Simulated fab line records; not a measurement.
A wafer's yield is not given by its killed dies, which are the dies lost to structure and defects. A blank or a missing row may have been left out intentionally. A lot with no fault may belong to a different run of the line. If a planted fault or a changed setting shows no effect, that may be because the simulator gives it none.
Which of the tools did it? -- flow ritCmos -- 15 lots with 45 wafers sampled at 4 steps, on a route of 202 steps

WHAT THE GAUGES SHOWED, per wafer
RIT_PSD_OVL_MEAS_06.
lot,measured,on,PSD_OVL (nm)
L222,day 3 07:00,overlay-01,2.6 2.4 2.4
L225,day 3 21:29,overlay-02,-0.6 0.9 -0.1
L226,day 4 01:12,overlay-02,1.4 1.6 1.8
L227,day 4 09:20,overlay-01,-0.5 0.3 1.9
L229,day 4 18:33,overlay-01,-0.3 -0.4 -0.7
L230,day 4 21:53,overlay-02,1.0 0.4 0.5
L234,day 5 19:05,overlay-01,0.2 0.6 2.0
L235,day 5 23:35,overlay-01,0.4 0.2 -0.6
L236,day 6 05:46,overlay-02,2.1 0.4 1.7
L237,day 6 12:36,overlay-01,0.2 -0.1 0.2
L238,day 7 02:07,overlay-01,-0.3 -0.1 0.8
L240,day 7 15:38,overlay-01,-1.3 -2.2 -2.8
L241,day 8 02:22,overlay-02,1.6 3.9 2.2
L242,day 8 12:43,overlay-02,-1.9 -1.3 -1.7
L244,day 8 23:41,overlay-02,0.1 -0.3 0.1

RIT_M1_THK_MEAS_02: measures by xrf.
lot,measured,on,M1_AL_THK (nm)
L222,day 3 12:02,filmMetro-02,406 401 401
L225,day 4 02:12,filmMetro-01,401 400 405
L226,day 4 05:59,filmMetro-02,404 404 409
L227,day 4 13:58,filmMetro-02,402 404 405
L229,day 4 23:23,filmMetro-02,414 414 414
L230,day 5 02:35,filmMetro-04,405 407 405
L237,day 6 17:15,filmMetro-01,406 404 408
L238,day 7 06:53,filmMetro-01,409 408 402
L240,day 7 20:17,filmMetro-01,406 408 413
L241,day 8 07:01,filmMetro-04,402 409 405
L242,day 8 17:37,filmMetro-04,415 416 412
L244,day 9 04:55,filmMetro-01,396 399 399

WHICH TOOL RAN EACH LOT (tool, then ch and the chambers of the sampled wafers, then the start)
lot,RIT_SILICIDE_RTA_06,RIT_CONTACT_EXPOSE_05
L222,"rtpAnneal-02 ch 0, day 3 09:17","ilineStepper-01 ch 0, day 3 09:55"
L225,"rtpAnneal-01 ch 0, day 3 23:27","ilineStepper-02 ch 0, day 4 00:05"
L226,"rtpAnneal-02 ch 0, day 4 03:08","ilineStepper-02 ch 0, day 4 03:50"
L227,"rtpAnneal-01 ch 0, day 4 11:16","ilineStepper-02 ch 0, day 4 11:55"
L229,"rtpAnneal-01 ch 0, day 4 20:29","ilineStepper-01 ch 0, day 4 21:06"
L230,"rtpAnneal-02 ch 0, day 4 23:49","ilineStepper-01 ch 0, day 5 00:28"
L234,"rtpAnneal-02 ch 0, day 5 21:02","ilineStepper-01, day 5 21:41"
L235,"rtpAnneal-01 ch 0, day 6 01:31","ilineStepper-02, day 6 02:17"
L236,"rtpAnneal-02 ch 0, day 6 07:42","ilineStepper-02, day 6 08:19"
L237,"rtpAnneal-01 ch 0, day 6 14:33","ilineStepper-02 ch 0, day 6 15:11"
L238,"rtpAnneal-01 ch 0, day 7 04:04","ilineStepper-01 ch 0, day 7 04:49"
L240,"rtpAnneal-02 ch 0, day 7 17:35","ilineStepper-02 ch 0, day 7 18:13"
L241,"rtpAnneal-01 ch 0, day 8 04:19","ilineStepper-02 ch 0, day 8 04:57"
L242,"rtpAnneal-02 ch 0, day 8 14:52","ilineStepper-02 ch 0, day 8 15:31"
L244,"rtpAnneal-02 ch 0, day 9 01:38","ilineStepper-01 ch 0, day 9 02:30"
- RIT_SILICIDE_RTA_06: time 9.653 s, ramp up 5 s, ramp down 10 s.
- RIT_CONTACT_EXPOSE_05: exposes mask M11, target cd 1000 nm.

AS READ BY THE TOOLS THEMSELVES (means over the sampled wafers that have a number; for cases with no such wafer, the mark the record gives instead)
RIT_SILICIDE_RTA_06.
lot,tool,chamberO2Ppm,wafer_temp_C_max
L222,rtpAnneal-02,2.004,754.7
L225,rtpAnneal-01,1.981,752.7
L226,rtpAnneal-02,1.991,754.8
L227,rtpAnneal-01,2.001,752.6
L229,rtpAnneal-01,2.024,753.1
L230,rtpAnneal-02,1.998,755.8
L234,rtpAnneal-02,2.020,756.0
L235,rtpAnneal-01,2.028,753.5
L236,rtpAnneal-02,2.014,754.9
L237,rtpAnneal-01,1.986,753.3
L238,rtpAnneal-01,2.004,754.3
L240,rtpAnneal-02,2.009,755.7
L241,rtpAnneal-01,2.001,753.1
L242,rtpAnneal-02,1.986,755.9
L244,rtpAnneal-02,1.987,755.5

RIT_CONTACT_EXPOSE_05.
lot,tool,exposureDoseMJCm2,focusOffsetNm (nm)
L222,ilineStepper-01,247.32,-0.0
L225,ilineStepper-02,247.40,0.1
L226,ilineStepper-02,247.20,-0.4
L227,ilineStepper-02,246.97,0.0
L229,ilineStepper-01,247.12,-0.7
L230,ilineStepper-01,247.62,0.1
L234,ilineStepper-01,-,-
L235,ilineStepper-02,-,-
L236,ilineStepper-02,-,-
L237,ilineStepper-02,247.23,0.1
L238,ilineStepper-01,246.96,-0.3
L240,ilineStepper-02,247.16,-0.4
L241,ilineStepper-02,246.67,-0.1
L242,ilineStepper-02,246.95,-0.2
L244,ilineStepper-01,246.83,-0.7

THE ANSWER, worked out from the rows above alone
Rule: the lots themselves supply what counts as usual. The widest of any qualifying gaps counts: lots, ordered by their means at a reading, are off when they make up no more than a third of the lots, leave a main group of 4 or more, and stand apart from it by 3 or more times the standard deviation of that group's means. A main group whose means are all the same, to the digits that the tables above print for the reading, isn't used. Also off: a lot with no number at a reading for which 4 or more lots have one. All remaining lots with rows at the step are treated as sound. The gauges are gone through in route order, then the tools' own readings, and for those a lot's mean is taken as printed above. The first step at which some lot is off is used, and at that step the reading that is off furthest; a lot without a number counts as furthest.
Off at RIT_CONTACT_EXPOSE_05 (exposureDoseMJCm2): L234, L235, L236. Without a number there: L234, L235, L236. Mean 247.12 and standard deviation 0.25 in the main group.
If a tool, at that step or one of the process steps before it, ran each lot that is off and ran no sound lot following the first of them, it fits. Of those tried, none fits.

WHAT THE SIMULATOR HAD PUT IN
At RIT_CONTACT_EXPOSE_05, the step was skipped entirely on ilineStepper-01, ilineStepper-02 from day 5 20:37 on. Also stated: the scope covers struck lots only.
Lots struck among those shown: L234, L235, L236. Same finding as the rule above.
